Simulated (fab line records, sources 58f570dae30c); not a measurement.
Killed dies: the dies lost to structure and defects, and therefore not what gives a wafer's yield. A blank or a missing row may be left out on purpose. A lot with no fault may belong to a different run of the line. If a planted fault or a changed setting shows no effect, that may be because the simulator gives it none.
What tool caused it?	flow berkeleyCmos170	7 lots with 21 wafers sampled at 3 steps, on a route of 331 steps

## WHAT EACH GAUGE READ, for each wafer
UCB170_NSD_TW_MEAS_10.
lot	measured	on	NSD_TW
L846	day 8 03:43	filmMetro-02	4207 4192 4200
L849	day 8 03:58	filmMetro-03	4142 4149 4154
L852	day 9 16:27	filmMetro-02	4242 4219 4209
L854	day 9 20:11	filmMetro-02	4213 4210 4179
L860	day 11 04:55	filmMetro-01	4372 4318 4344
L862	day 11 16:21	filmMetro-02	4182 4196 4174
L869	day 13 05:40	filmMetro-01	4155 4174 4152

## TOOL THAT RAN EACH LOT (tool first, then ch and the chambers of the sampled wafers, then the start)
lot	UCB170_NSD_IMPLANT_08	UCB170_NSD_STRIP_09
L846	implanter-02 ch 0, day 8 03:29	plasmaAsher-02 ch 0,1, day 8 03:37
L849	implanter-01 ch 0, day 8 03:43	plasmaAsher-02 ch 0,1, day 8 03:52
L852	implanter-03 ch 0, day 9 16:12	plasmaAsher-01 ch 0,1, day 9 16:21
L854	implanter-02 ch 0, day 9 19:56	plasmaAsher-02 ch 0,1, day 9 20:04
L860	implanter-03 ch 0, day 11 04:40	plasmaAsher-02 ch 0,1, day 11 04:49
L862	implanter-02 ch 0, day 11 16:07	plasmaAsher-02 ch 0,1, day 11 16:14
L869	implanter-01 ch 0, day 13 05:25	plasmaAsher-03 ch 1, day 13 05:34
- UCB170_NSD_IMPLANT_08
- UCB170_NSD_STRIP_09: strips in O2.

## THE ANSWER, worked out from the rows above alone
Rule: the usual values come from the lots themselves. The widest of any qualifying gaps counts: lots, ordered by their means at a reading, are off when they make up no more than a third of the lots, leave a main group of 4 or more, and stand apart from it by 3 or more times the standard deviation of that group's means. Not used: any main group whose means are identical at the precision the tables above print for the reading. Also off: a lot with no number at a reading for which 4 or more lots have one. Any other lot the step has rows for is counted as sound.
Off: at UCB170_NSD_TW_MEAS_10 (NSD_TW), L860. Main group: mean 4186, sd 25.
A tool fits if, at a process step before that reading, it ran every lot that is off, and no sound lot after the first of them. Gauges at UCB170_NSD_TW_MEAS_10: tried the same way as those tools. One fits: UCB170_NSD_IMPLANT_08 on implanter-03. A fault onset in the window from L852 (day 9 16:12, its last sound lot) to L860 (day 11 04:40, its first lot off) fits.

## WHAT HAD BEEN PUT IN BY THE SIMULATOR
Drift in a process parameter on implanter-03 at UCB170_NSD_IMPLANT_08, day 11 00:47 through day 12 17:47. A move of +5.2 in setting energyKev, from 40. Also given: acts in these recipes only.
Struck lots among those shown: L860. Same finding as the rule above.
